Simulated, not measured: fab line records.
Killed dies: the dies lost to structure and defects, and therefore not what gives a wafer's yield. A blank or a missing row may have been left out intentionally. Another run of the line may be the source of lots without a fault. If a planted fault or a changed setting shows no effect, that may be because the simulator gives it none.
Matching of chambers	flow berkeleyCmos170	UCB170_ACTIVE_ETCH_15 on rieDiel-01: 4 sister chambers
The step etches Si3N4 in CH3F/Ar/O2, stops on SiO2, target depth 242 nm, time 151 s. 4 wafers are shown with their chamber, then 8 later ones without.

## WAFERS WITH THEIR CHAMBER
wafer	chamber	drypumpMotorCurrentA (A)
L807.4	3	5.7
L808.6	1	6.1
L811.6	2	5.4
L815.3	0	5.6

## WAFERS MISSING THEIR CHAMBER
wafer	drypumpMotorCurrentA (A)
L815.4	6.0
L815.5	6.0
L820.1	5.4
L820.4	6.0
L820.6	5.8
L822.1	5.4
L822.5	6.1
L822.6	5.7

## EACH ONE'S CHAMBER
wafer	from the rows above	in truth
L815.4	1	1
L815.5	1	1
L820.1	2	2
L820.4	1	1
L820.6	can't be placed: 3 or 0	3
L822.1	2	2
L822.5	1	1
L822.6	can't be placed: 3 or 0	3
Correctly placed: 6 of 8. From these rows, 2 cannot be placed; in 2 the true chamber is one of the candidates. Placed wrongly: 0.
How it was worked out, from the rows above alone: a wafer's distance from a chamber is the root of the sum, over the readings, of the square of ((its reading less the chamber's mean) divided by the reading's scatter). If the next closest chamber is less than 2 further off than the closest, the wafer can't be placed; otherwise it belongs to the closest. A chamber's mean is the mean of its shown wafers. The scatter: root of mean squared gap, hidden wafer to nearest shown wafer, with one shown wafer a chamber.
